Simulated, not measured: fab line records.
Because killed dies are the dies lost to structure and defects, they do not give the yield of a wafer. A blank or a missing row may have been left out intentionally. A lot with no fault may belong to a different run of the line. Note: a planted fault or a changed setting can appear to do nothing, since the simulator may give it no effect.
fab line records	flow berkeleyCmos170
record: lots: 15	wafers: 45	lastDay: 12
route steps=331 shown NVT@112 CONTACT@221 M1@251 V1@257
lots that met no fault: taken from a fault-free run of the same line
startH: hours from the record's first day to the start of the lot's first wafer shown	waitH: hours elapsed since this lot's preceding step	" unchanged from the row above	L1.1+2: a row that stands for several wafers	- either no value or no given start	* or withheld: withheld	< > ~ a bound
route shown NAME@n: a module of which the file shows steps, and the number in the route of the first	usual: the fault-free wafers' mean and standard deviation	same: alike in all rows	chamber/n: place in a boat	sites: per-site readings	_std_site: standard deviation across them	_edge_site: the outer-site mean with the inner-site mean subtracted	radiusMm: for every site, how far away it sits from the centre of the wafer	mask NAME#n: copy n	behind: the last tool/chamber to shape the wafer	hold: cause of the lot's hold/its duration in hours/its outcome	device: which transistor (n, p or np) failed to switch	end of line: the tests these same wafers got at the end of their route	step lacking rows: just its recipe	killed: at the first sort, the dies lost to defects and structure; wafer yield is something else	map: the dies of a wafer, with x for killed, . for not killed, _ for no die there
set.NAME: setting as actually run; set.NAME@STEP: the setting as run at that earlier step	model.NAME: the simulator's own value behind a step, which no gauge read
route steps across a sampled set of lots; one table per step, one row per wafer
services: the hour from which a tool's chamber was out of use, counted from the record's first day as startH (under 0 if before that day), plus the number of hours and why
== steps ==
step: UCB170_NVT_STRIP_08
recipe: chemistry: O2	powerW: 400	pressureMtorr: 3500	platenTempC: withheld	o2FlowSccm: 400	overashFraction: 0.5
usual: drypumpMotorCurrentA: 5.8/0.49	oesProductAu: 0.734/0.0046	stripTimeToEndpointS: 21.59/0.064
lot.wafer	tool	chamber	startH	waitH	drypumpMotorCurrentA	oesProductAu	rfHoursCounterH	stripTimeToEndpointS
L716.2	plasmaAsher-01	1	105.41	0.1	5.9	0.733	30	21.52
L716.3	"	1	"	"	5.9	0.734	-	21.57
L716.5	"	0	"	"	6.6	0.736	-	21.54
L715.1	plasmaAsher-03	0	105.89	0.1	5.6	0.743	40	21.68
L715.3	"	0	"	"	5.7	0.734	-	21.62
L715.6	"	1	"	"	5.9	0.729	-	21.73
L719.3	plasmaAsher-01	0	128.41	0.1	6.6	0.737	-	21.64
L719.5	"	0	"	"	6.6	0.731	-	21.65
L719.6	"	1	"	"	5.9	0.737	-	21.66
L720.3	plasmaAsher-04	1	128.65	0.1	5.1	0.732	-	21.57
L720.4	"	0	"	"	5.2	0.726	-	21.58
L720.6	"	0	"	"	5.2	0.733	-	21.52
L721.4	plasmaAsher-03	1	150.53	0.1	5.9	0.738	-	21.61
L721.5	"	1	"	"	5.8	0.736	-	21.67
L721.6	"	0	"	"	5.7	0.737	-	21.65
L725.2	plasmaAsher-01	1	158.14	0.1	5.9	0.738	37	21.58
L725.3	"	0	"	"	6.6	0.741	-	21.58
L725.4	"	1	"	"	5.9	0.738	-	21.65
L726.1	plasmaAsher-04	0	167.86	0.1	5.2	0.743	5	21.56
L726.4	"	0	"	"	5.2	0.734	-	21.57
L726.5	"	1	"	"	5.0	0.735	-	21.55
L730.3	plasmaAsher-01	1	179.30	0.1	5.9	0.732	-	21.64
L730.4	"	0	"	"	6.6	0.739	-	21.55
L730.5	"	0	"	"	6.6	0.727	-	21.53
L729.1	plasmaAsher-03	1	179.55	0.1	5.9	0.722	48	21.52
L729.3	"	0	"	"	5.6	0.736	-	21.51
L729.6	"	1	"	"	5.8	0.729	-	21.54
L728.2	plasmaAsher-01	1	179.71	0.1	5.9	0.730	38	21.69
L728.4	"	1	"	"	5.9	0.730	-	21.67
L728.5	"	0	"	"	6.6	0.732	-	21.68
L731.2	plasmaAsher-03	0	185.87	0.1	5.7	0.736	49	21.53
L731.5	"	1	"	"	5.8	0.741	-	21.54
L731.6	"	0	"	"	5.7	0.733	-	21.49
L735.1	plasmaAsher-03	0	211.04	0.1	5.6	0.731	50	21.59
L735.2	"	1	"	"	5.9	0.733	50	21.57
L735.6	"	1	"	"	5.9	0.732	-	21.64
L734.1	plasmaAsher-04	0	211.05	0.1	5.2	0.729	9	21.63
L734.2	"	1	"	"	5.0	0.737	9	21.63
L734.3	"	0	"	"	5.2	0.736	-	21.66
L736.2	plasmaAsher-03	1	223.79	0.1	5.9	0.734	52	21.61
L736.5	"	0	"	"	5.7	0.734	-	21.53
L736.6	"	1	"	"	5.9	0.733	-	21.55
L738.3	plasmaAsher-03	0	235.06	0.1	5.7	0.727	-	21.58
L738.5	"	1	"	"	5.8	0.730	-	21.62
L738.6	"	0	"	"	5.7	0.734	-	21.50
step: UCB170_CONTACT_SOFTBAKE_05
recipe: resist: KrF	tempC: 130	timeS: 60
usual: resistLineTempC: 23.02/0.097	runLengthS: 89.06/0.14
lot.wafer	tool	chamber	startH	waitH	resistLineTempC	runLengthS
L716.2	lithoTrack-01	0	141.94	0.1	23.01	89.38
L716.3	"	0	"	"	22.86	88.97
L716.5	"	0	"	"	22.90	88.96
L715.1	lithoTrack-01	0	143.21	0.1	22.87	89.04
L715.3	"	0	"	"	22.89	89.01
L715.6	"	0	"	"	22.92	89.12
L720.3	lithoTrack-04	0	157.94	0.1	22.99	89.02
L720.4	"	0	"	"	23.08	89.15
L720.6	"	0	"	"	23.07	89.35
L719.3	lithoTrack-04	0	159.53	0.1	23.02	89.15
L719.5	"	0	"	"	22.98	89.03
L719.6	"	0	"	"	23.08	89.06
L721.4	lithoTrack-04	0	193.16	0.1	23.03	88.97
L721.5	"	0	"	"	23.13	89.14
L721.6	"	0	"	"	23.04	89.06
L725.2	lithoTrack-04	0	200.80	0.1	22.99	95.83
L725.3	"	0	"	"	23.06	95.71
L725.4	"	0	"	"	23.18	95.72
L726.1	lithoTrack-02	0	211.33	0.1	23.10	88.89
L726.4	"	0	"	"	23.05	88.96
L726.5	"	0	"	"	23.09	88.94
L729.1	lithoTrack-04	0	222.11	0.1	23.01	95.82
L729.3	"	0	"	"	22.84	95.89
L729.6	"	0	"	"	22.95	95.84
L731.2	lithoTrack-02	0	223.99	0.1	23.03	88.90
L731.5	"	0	"	"	23.12	88.99
L731.6	"	0	"	"	23.18	88.81
L728.2	lithoTrack-04	0	224.84	0.1	23.15	95.87
L728.4	"	0	"	"	22.95	95.81
L728.5	"	0	"	"	22.93	95.97
L730.3	lithoTrack-01	0	224.86	0.1	23.04	89.10
L730.4	"	0	"	"	23.07	88.95
L730.5	"	0	"	"	22.96	89.01
L735.1	lithoTrack-02	0	249.81	0.1	23.22	88.95
L735.2	"	0	"	"	22.99	88.99
L735.6	"	0	"	"	23.06	88.95
L734.1	lithoTrack-01	0	251.23	0.1	23.10	89.27
L734.2	"	0	"	"	22.95	88.97
L734.3	"	0	"	"	22.96	88.95
L736.2	lithoTrack-01	0	260.48	0.1	23.05	89.06
L736.5	"	0	"	"	23.11	88.99
L736.6	"	0	"	"	23.13	88.98
L738.3	lithoTrack-01	0	271.82	0.1	22.95	89.04
L738.5	"	0	"	"	22.88	89.17
L738.6	"	0	"	"	22.87	89.22
step: UCB170_M1_STRIP_13
recipe: chemistry: O2	powerW: 400	pressureMtorr: 3500	platenTempC: withheld	o2FlowSccm: 400	overashFraction: 0.5
usual: drypumpMotorCurrentA: 5.5/0.5	oesProductAu: 0.720/0.0047
lot.wafer	tool	chamber	startH	waitH	drypumpMotorCurrentA	oesProductAu	rfHoursCounterH
L716.2	plasmaAsher-02	1	146.45	0.1	5.7	0.711	43
L716.3	"	0	"	"	5.6	0.728	-
L716.5	"	1	"	"	5.7	0.720	-
L715.1	plasmaAsher-01	0	148.40	0.1	6.6	0.713	35
L715.3	"	0	"	"	6.6	0.711	-
L715.6	"	0	"	"	6.6	0.720	-
L720.3	plasmaAsher-04	0	163.29	0.1	5.2	0.711	-
L720.4	"	1	"	"	5.1	0.715	-
L720.6	"	0	"	"	5.2	0.723	-
L719.3	plasmaAsher-01	1	166.74	0.1	5.9	0.721	-
L719.5	"	1	"	"	5.9	0.720	-
L719.6	"	0	"	"	6.6	0.719	-
L721.4	plasmaAsher-04	0	199.05	0.1	5.2	0.718	-
L721.5	"	0	"	"	5.2	0.722	-
L721.6	"	1	"	"	5.1	0.719	-
L725.2	plasmaAsher-01	0	209.58	0.1	6.6	0.721	41
L725.3	"	0	"	"	6.6	0.719	-
L725.4	"	1	"	"	5.9	0.717	-
L726.1	plasmaAsher-02	0	219.33	0.1	5.6	0.712	50
L726.4	"	0	"	"	5.6	0.726	-
L726.5	"	1	"	"	5.7	0.726	-
L729.1	plasmaAsher-04	1	225.69	0.1	5.1	0.719	11
L729.3	"	1	"	"	5.0	0.718	-
L729.6	"	1	"	"	5.1	0.729	-
L731.2	plasmaAsher-04	1	227.74	0.1	5.1	0.714	11
L731.5	"	1	"	"	5.1	0.719	-
L731.6	"	0	"	"	5.1	0.717	-
L730.3	plasmaAsher-04	1	228.66	0.1	5.1	0.728	-
L730.4	"	0	"	"	5.2	0.723	-
L730.5	"	0	"	"	5.2	0.721	-
L728.2	plasmaAsher-02	1	228.98	0.1	5.7	0.723	51
L728.4	"	1	"	"	5.7	0.724	-
L728.5	"	0	"	"	5.6	0.721	-
L735.1	plasmaAsher-02	1	254.23	0.1	5.7	0.714	55
L735.2	"	0	"	"	5.6	0.718	55
L735.6	"	1	"	"	5.7	0.726	-
L734.1	plasmaAsher-02	0	255.51	0.1	5.6	0.718	55
L734.2	"	1	"	"	5.7	0.718	55
L734.3	"	0	"	"	5.6	0.718	-
L736.2	plasmaAsher-04	0	265.77	0.2	5.2	0.723	17
L736.5	"	0	"	"	5.2	0.723	-
L736.6	"	1	"	"	5.1	0.713	-
L738.3	plasmaAsher-04	0	275.56	0.1	5.2	0.722	-
L738.5	"	1	"	"	5.0	0.711	-
L738.6	"	0	"	"	5.2	0.719	-
step: UCB170_V1_BOW_MEAS_03
recipe: mode: bow
usual: V1_BOW: 18/6.9
lot.wafer	tool	chamber	startH	waitH	V1_BOW[um]
L716.2	filmMetro-01	-	150.03	0.1	14
L716.3	"	-	"	"	17
L716.5	"	-	"	"	18
L715.1	filmMetro-03	-	153.47	0.2	26
L715.3	"	-	"	"	19
L715.6	"	-	"	"	13
L720.3	filmMetro-01	-	168.52	0.2	18
L720.4	"	-	"	"	23
L720.6	"	-	"	"	23
L719.3	filmMetro-03	-	172.89	0.2	10
L719.5	"	-	"	"	25
L719.6	"	-	"	"	20
L721.4	filmMetro-02	-	204.17	0.3	35
L721.5	"	-	"	"	31
L721.6	"	-	"	"	14
L725.2	filmMetro-03	-	212.39	0.3	19
L725.3	"	-	"	"	20
L725.4	"	-	"	"	12
L726.1	filmMetro-02	-	226.01	0.2	22
L726.4	"	-	"	"	10
L726.5	"	-	"	"	4
L729.1	filmMetro-01	-	231.59	0.1	9
L729.3	"	-	"	"	12
L729.6	"	-	"	"	15
L731.2	filmMetro-03	-	231.61	0.2	16
L731.5	"	-	"	"	16
L731.6	"	-	"	"	41
L728.2	filmMetro-03	-	231.91	0.2	18
L728.4	"	-	"	"	27
L728.5	"	-	"	"	10
L730.3	filmMetro-01	-	231.93	0.3	23
L730.4	"	-	"	"	13
L730.5	"	-	"	"	21
L734.1	filmMetro-03	-	259.20	0.2	21
L734.2	"	-	"	"	11
L734.3	"	-	"	"	13
L735.1	filmMetro-02	-	259.20	0.2	13
L735.2	"	-	"	"	10
L735.6	"	-	"	"	13
L736.2	filmMetro-01	-	272.51	0.3	5
L736.5	"	-	"	"	17
L736.6	"	-	"	"	6
L738.3	filmMetro-01	-	279.28	0.2	7
L738.5	"	-	"	"	17
L738.6	"	-	"	"	17
== services ==
tool	chamber	startH	hours	kind
plasmaAsher-02	-	106.65	0.3	repair
plasmaAsher-04	-	108.75	9.0	pm
plasmaAsher-04	0	108.75	9.0	ventCycle
plasmaAsher-04	1	108.75	9.0	ventCycle
plasmaAsher-04	0	117.75	-	clean
plasmaAsher-04	1	117.75	-	clean
plasmaAsher-01	-	212.80	1.1	repair
plasmaAsher-01	-	228.35	28.1	pm
plasmaAsher-03	-	235.74	4.2	pm
plasmaAsher-01	-	269.83	1.6	repair
== key ==
firstSign: step: UCB170_CONTACT_SOFTBAKE_05	reading: runLengthS	direction: up	sigmas: 48	usual: *	struck: *
effect none on later readings
metAt UCB170_CONTACT_SOFTBAKE_05
struckLots L725,L728,L729
testerLeftOut L725,L728,L729
notActingAt UCB170_NVT_STRIP_08,UCB170_M1_STRIP_13,UCB170_V1_BOW_MEAS_03
onsetBetween 193.16 200.80
fault: kind: processParameterDrift	tool: lithoTrack-04	chamber: -	onsetH: 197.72	steps: UCB170_CONTACT_SOFTBAKE_05	channel: timeS	offset: *	shape: step	endH: 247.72	actsIn: *	stated: *
testerLeftOut: of these lots the tester's yield and bins aren't shown, on N5 and GAA mostly nor the transistor test; their killed dies are dies lost to structure and defects alone, not to doping, threshold or leakage, so they don't give the yield
